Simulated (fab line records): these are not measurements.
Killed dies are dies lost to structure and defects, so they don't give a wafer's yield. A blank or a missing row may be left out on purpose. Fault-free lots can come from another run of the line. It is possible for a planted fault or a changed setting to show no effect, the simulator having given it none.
Which tool was responsible? / flow rit cmos / 14 lots, 42 wafers sampled, at 2 steps of a route of 202

WHAT EACH GAUGE READ, for each wafer
The record lacks any reading of a measuring or inspecting step that a usual standard deviation could be used to judge.

WHAT TOOL EACH LOT RAN ON (gives the tool, then ch and the chambers of the sampled wafers, and finally the start)
lot=L383; RIT_GATE_CLEAN_01=wet bench-04 ch 0, day 2 09:05; RIT_M1_PROBE_99=-
lot=L385; RIT_GATE_CLEAN_01=wet bench-03 ch 2, day 2 17:15; RIT_M1_PROBE_99=-
lot=L386; RIT_GATE_CLEAN_01=wet bench-04 ch 1, day 2 22:20; RIT_M1_PROBE_99=-
lot=L387; RIT_GATE_CLEAN_01=wet bench-01 ch 0, day 3 04:25; RIT_M1_PROBE_99=prober-01, day 4 06:43
lot=L394; RIT_GATE_CLEAN_01=wet bench-04 ch 1, day 4 15:02; RIT_M1_PROBE_99=prober-02, day 5 17:29
lot=L395; RIT_GATE_CLEAN_01=wet bench-04 ch 2, day 4 20:37; RIT_M1_PROBE_99=prober-01, day 6 00:14
lot=L396; RIT_GATE_CLEAN_01=wet bench-04 ch 3, day 5 02:29; RIT_M1_PROBE_99=-
lot=L397; RIT_GATE_CLEAN_01=wet bench-01 ch 2, day 5 09:18; RIT_M1_PROBE_99=prober-01, day 6 13:44
lot=L398; RIT_GATE_CLEAN_01=wet bench-04 ch 3, day 5 10:15; RIT_M1_PROBE_99=-
lot=L400; RIT_GATE_CLEAN_01=wet bench-04 ch 0, day 5 21:28; RIT_M1_PROBE_99=-
lot=L402; RIT_GATE_CLEAN_01=wet bench-03 ch 1, day 6 06:40; RIT_M1_PROBE_99=-
lot=L404; RIT_GATE_CLEAN_01=wet bench-04 ch 2, day 6 16:18; RIT_M1_PROBE_99=-
lot=L405; RIT_GATE_CLEAN_01=wet bench-01 ch 1, day 6 22:31; RIT_M1_PROBE_99=-
lot=L406; RIT_GATE_CLEAN_01=wet bench-03 ch 2, day 7 02:28; RIT_M1_PROBE_99=-
- RIT_GATE_CLEAN_01: cleans in SC1, time 600 s.
- RIT_M1_PROBE_99

WHAT THE TOOLS THEMSELVES READ (means of the sampled wafers that have a number; where no wafer has one, the mark that the record gives instead)
RIT_GATE_CLEAN_01.
lot=L383; tool=wet bench-04; bath guard temp C (C)=74.7; bath heat duty pct (%)=17.1
lot=L385; tool=wet bench-03; bath guard temp C (C)=75.1; bath heat duty pct (%)=13.9
lot=L386; tool=wet bench-04; bath guard temp C (C)=74.6; bath heat duty pct (%)=15.1
lot=L387; tool=wet bench-01; bath guard temp C (C)=75.7; bath heat duty pct (%)=16.5
lot=L394; tool=wet bench-04; bath guard temp C (C)=74.6; bath heat duty pct (%)=15.8
lot=L395; tool=wet bench-04; bath guard temp C (C)=-; bath heat duty pct (%)=-
lot=L396; tool=wet bench-04; bath guard temp C (C)=-; bath heat duty pct (%)=-
lot=L397; tool=wet bench-01; bath guard temp C (C)=74.5; bath heat duty pct (%)=17.9
lot=L398; tool=wet bench-04; bath guard temp C (C)=74.9; bath heat duty pct (%)=13.5
lot=L400; tool=wet bench-04; bath guard temp C (C)=74.7; bath heat duty pct (%)=16.9
lot=L402; tool=wet bench-03; bath guard temp C (C)=75.5; bath heat duty pct (%)=17.0
lot=L404; tool=wet bench-04; bath guard temp C (C)=74.2; bath heat duty pct (%)=15.8
lot=L405; tool=wet bench-01; bath guard temp C (C)=74.4; bath heat duty pct (%)=15.6
lot=L406; tool=wet bench-03; bath guard temp C (C)=75.0; bath heat duty pct (%)=14.2

RIT_M1_PROBE_99.
lot=L387; tool=prober-01; killed at contacts=0.0; killed at front end=7.0; killed dies=7.0; killed open=4.3; killed short=2.7
lot=L394; tool=prober-02; killed at contacts=0.3; killed at front end=3.7; killed dies=4.0; killed open=2.0; killed short=2.0
lot=L395; tool=prober-01; killed at contacts=0.0; killed at front end=6.0; killed dies=6.0; killed open=3.3; killed short=2.7
lot=L397; tool=prober-01; killed at contacts=0.0; killed at front end=5.7; killed dies=5.7; killed open=2.0; killed short=3.7

THE ANSWER, worked out from the rows above alone
Rule: what is usual is taken from the lots themselves. Put in order of their means at a reading, lots are off if they are a third of the lots or fewer, leave a main group of 4 or more, and stand apart from it by a gap of 3 or more times the standard deviation of the main group's means; of several such gaps the widest counts. A main group is skipped when, at the precision printed for the reading in the tables above, its means are all equal. Also off: a lot with no number at a reading for which 4 or more lots have one. Any other lot the step has rows for is counted as sound. Order of review: gauges by route order, followed by the tools' own readings, for which a lot's mean as printed above is used. At the first step where some lot is off, the reading lying furthest off is the one used; lots without a number count as furthest.
Off: L395, L396, at RIT_GATE_CLEAN_01 (bath guard temp C). Without a number there: L395, L396. For the main group the mean is 74.8 C and the standard deviation 0.42.
A tool fits if, at that step or a process step before it, it ran every lot that is off, and no sound lot after the first of them. None of those tried fits.

WHAT THE SIMULATOR HAD INSERTED
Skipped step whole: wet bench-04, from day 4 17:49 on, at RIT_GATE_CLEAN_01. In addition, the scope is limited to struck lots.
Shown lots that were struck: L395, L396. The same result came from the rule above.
